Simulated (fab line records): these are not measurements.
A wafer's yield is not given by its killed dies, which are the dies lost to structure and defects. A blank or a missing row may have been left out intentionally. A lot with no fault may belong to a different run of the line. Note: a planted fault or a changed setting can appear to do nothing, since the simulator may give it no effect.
Split-lot study / flow rit-cmos / route with 202 steps; 5 lots, 23 wafers read

THE SPLIT
At RIT_NWELL_COAT_01 (resist thk 1300 nm), the setting resist-thk-nm was moved away from the recipe's 1300 nm on 7 of the 23 wafers read, by -2.4% to +4.6%. The other wafers ran this setting at the recipe's value.

FROM THE SPLIT TO THE READING: what the file shows between them, 4 steps
- RIT_NWELL_SOFTBAKE_02: time 60 s (also split here: time-s)
- RIT_NWELL_EXPOSE_03: exposes mask M2, target cd 43900 nm
- RIT_NWELL_PEB_04
- RIT_NWELL_DEVELOP_05: develop time 68 s

THE READING
NOVOLAK_of_NWELL_COAT_01.thk-nm (the simulator's own value, which no gauge read), in nm, at RIT_NWELL_HARDBAKE_07 (time 120 s). No usual value for it is given in the file. Here, 16 wafers ran the recipe; their average is 1138 nm with a standard deviation of 5 nm.

wafer=L074.2; tool, chamber at the split=litho-track-02, 0; resist-thk-nm as run, nm=1300; against the recipe=recipe; NOVOLAK_of_NWELL_COAT_01.thk-nm, nm=1143; against lot-mates on the recipe=-
wafer=L074.3; tool, chamber at the split=litho-track-02, 0; resist-thk-nm as run, nm=1269; against the recipe=-2.4%; NOVOLAK_of_NWELL_COAT_01.thk-nm, nm=1116; against lot-mates on the recipe=-28
wafer=L074.4; tool, chamber at the split=litho-track-02, 0; resist-thk-nm as run, nm=1300; against the recipe=recipe; NOVOLAK_of_NWELL_COAT_01.thk-nm, nm=1144; against lot-mates on the recipe=-
wafer=L074.5; tool, chamber at the split=litho-track-02, 0; resist-thk-nm as run, nm=1300; against the recipe=recipe; NOVOLAK_of_NWELL_COAT_01.thk-nm, nm=1146; against lot-mates on the recipe=-
wafer=L074.6; tool, chamber at the split=litho-track-02, 0; resist-thk-nm as run, nm=1269; against the recipe=-2.4%; NOVOLAK_of_NWELL_COAT_01.thk-nm, nm=1113; against lot-mates on the recipe=-31
wafer=L076.1; tool, chamber at the split=litho-track-04, 0; resist-thk-nm as run, nm=1360; against the recipe=+4.6%; NOVOLAK_of_NWELL_COAT_01.thk-nm, nm=1195; against lot-mates on the recipe=+52
wafer=L076.3; tool, chamber at the split=litho-track-04, 0; resist-thk-nm as run, nm=1300; against the recipe=recipe; NOVOLAK_of_NWELL_COAT_01.thk-nm, nm=1142; against lot-mates on the recipe=-
wafer=L076.5; tool, chamber at the split=litho-track-04, 0; resist-thk-nm as run, nm=1300; against the recipe=recipe; NOVOLAK_of_NWELL_COAT_01.thk-nm, nm=1142; against lot-mates on the recipe=-
wafer=L076.4; tool, chamber at the split=litho-track-04, 0; resist-thk-nm as run, nm=1300; against the recipe=recipe; NOVOLAK_of_NWELL_COAT_01.thk-nm, nm=1144; against lot-mates on the recipe=-
wafer=L076.6; tool, chamber at the split=litho-track-04, 0; resist-thk-nm as run, nm=1360; against the recipe=+4.6%; NOVOLAK_of_NWELL_COAT_01.thk-nm, nm=1193; against lot-mates on the recipe=+50
wafer=L078.2; tool, chamber at the split=litho-track-02, 0; resist-thk-nm as run, nm=1300; against the recipe=recipe; NOVOLAK_of_NWELL_COAT_01.thk-nm, nm=1132; against lot-mates on the recipe=-
wafer=L078.4; tool, chamber at the split=litho-track-02, 0; resist-thk-nm as run, nm=1300; against the recipe=recipe; NOVOLAK_of_NWELL_COAT_01.thk-nm, nm=1130; against lot-mates on the recipe=-
wafer=L078.6; tool, chamber at the split=litho-track-02, 0; resist-thk-nm as run, nm=1300; against the recipe=recipe; NOVOLAK_of_NWELL_COAT_01.thk-nm, nm=1133; against lot-mates on the recipe=-
wafer=L082.1; tool, chamber at the split=litho-track-03, 0; resist-thk-nm as run, nm=1300; against the recipe=recipe; NOVOLAK_of_NWELL_COAT_01.thk-nm, nm=1135; against lot-mates on the recipe=-
wafer=L082.2; tool, chamber at the split=litho-track-03, 0; resist-thk-nm as run, nm=1300; against the recipe=recipe; NOVOLAK_of_NWELL_COAT_01.thk-nm, nm=1136; against lot-mates on the recipe=-
wafer=L082.4; tool, chamber at the split=litho-track-03, 0; resist-thk-nm as run, nm=1300; against the recipe=recipe; NOVOLAK_of_NWELL_COAT_01.thk-nm, nm=1139; against lot-mates on the recipe=-
wafer=L082.5; tool, chamber at the split=litho-track-03, 0; resist-thk-nm as run, nm=1300; against the recipe=recipe; NOVOLAK_of_NWELL_COAT_01.thk-nm, nm=1134; against lot-mates on the recipe=-
wafer=L082.6; tool, chamber at the split=litho-track-03, 0; resist-thk-nm as run, nm=1300; against the recipe=recipe; NOVOLAK_of_NWELL_COAT_01.thk-nm, nm=1132; against lot-mates on the recipe=-
wafer=L083.2; tool, chamber at the split=litho-track-04, 0; resist-thk-nm as run, nm=1277; against the recipe=-1.8%; NOVOLAK_of_NWELL_COAT_01.thk-nm, nm=1117; against lot-mates on the recipe=-18
wafer=L083.3; tool, chamber at the split=litho-track-04, 0; resist-thk-nm as run, nm=1300; against the recipe=recipe; NOVOLAK_of_NWELL_COAT_01.thk-nm, nm=1135; against lot-mates on the recipe=-
wafer=L083.4; tool, chamber at the split=litho-track-04, 0; resist-thk-nm as run, nm=1300; against the recipe=recipe; NOVOLAK_of_NWELL_COAT_01.thk-nm, nm=1135; against lot-mates on the recipe=-
wafer=L083.5; tool, chamber at the split=litho-track-04, 0; resist-thk-nm as run, nm=1277; against the recipe=-1.8%; NOVOLAK_of_NWELL_COAT_01.thk-nm, nm=1114; against lot-mates on the recipe=-21
wafer=L083.6; tool, chamber at the split=litho-track-04, 0; resist-thk-nm as run, nm=1277; against the recipe=-1.8%; NOVOLAK_of_NWELL_COAT_01.thk-nm, nm=1114; against lot-mates on the recipe=-21

THE FIT
A straight line over all 23 wafers: NOVOLAK_of_NWELL_COAT_01.thk-nm changes by +11.9 nm for each +1% of resist-thk-nm; r = +0.97; the points scatter about the line by 4.8 nm.
The same after taking each lot's own level away (the mean of its wafers on the recipe; 23 wafers): +11.4 nm for each +1%; r = +1.00; scatter 1.8 nm.
That fit puts the effect of the largest move of resist-thk-nm on the reading at 53 nm.
The span of the lots' own levels, 1131.7 to 1144.3 nm, comes to 2.5 times the standard deviation stated above.
Consequently the slope shifts little with the lot-to-lot level, the two slopes agreeing.
Check: +52.2 nm against its lot-mates is what the line predicts for one of the wafers moved furthest among these (+4.6%) when that wafer is left out of the fit. Against them it came out at +52.3 nm.

THESE WAFERS: OTHER SPLITS
Note: prior to the reading, these wafers also went through further splits. Each is held against what the fit with the lots' levels taken away leaves over:
other split on the same wafers=RIT_ACTIVE_COAT_06 spin-rpm; wafers away from the commonest value=6; r with NOVOLAK_of_NWELL_COAT_01.thk-nm (lot level and that fit taken away)=-0.01
other split on the same wafers=RIT_ACTIVE_HARDBAKE_12 temp-c; wafers away from the commonest value=7; r with NOVOLAK_of_NWELL_COAT_01.thk-nm (lot level and that fit taken away)=-0.37
other split on the same wafers=RIT_FOX1_OXIDATION_00 temp-c; wafers away from the commonest value=15; r with NOVOLAK_of_NWELL_COAT_01.thk-nm (lot level and that fit taken away)=+0.16
other split on the same wafers=RIT_NWELL_SOFTBAKE_02 time-s; wafers away from the commonest value=7; r with NOVOLAK_of_NWELL_COAT_01.thk-nm (lot level and that fit taken away)=-0.19

THE WHOLE CHAIN: every reading that the file lists as answering this split, in the file's order
step=RIT_NWELL_COAT_01; what it does=resist thk 1300 nm; reading=NOVOLAK_of_NWELL_COAT_01.thk-nm (the simulator's own value, which no gauge read); change (the file's fit)=+13.3 nm for each +1% of the setting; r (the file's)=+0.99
step=RIT_NWELL_HARDBAKE_07; what it does=time 120 s; reading=NOVOLAK_of_NWELL_COAT_01.thk-nm (the simulator's own value, which no gauge read); change (the file's fit)=+11.4 nm for each +1% of the setting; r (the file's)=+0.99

FILE'S OWN FIT
NOVOLAK_of_NWELL_COAT_01.thk-nm changes by +11.4 nm for each +1% of resist-thk-nm, r = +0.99.
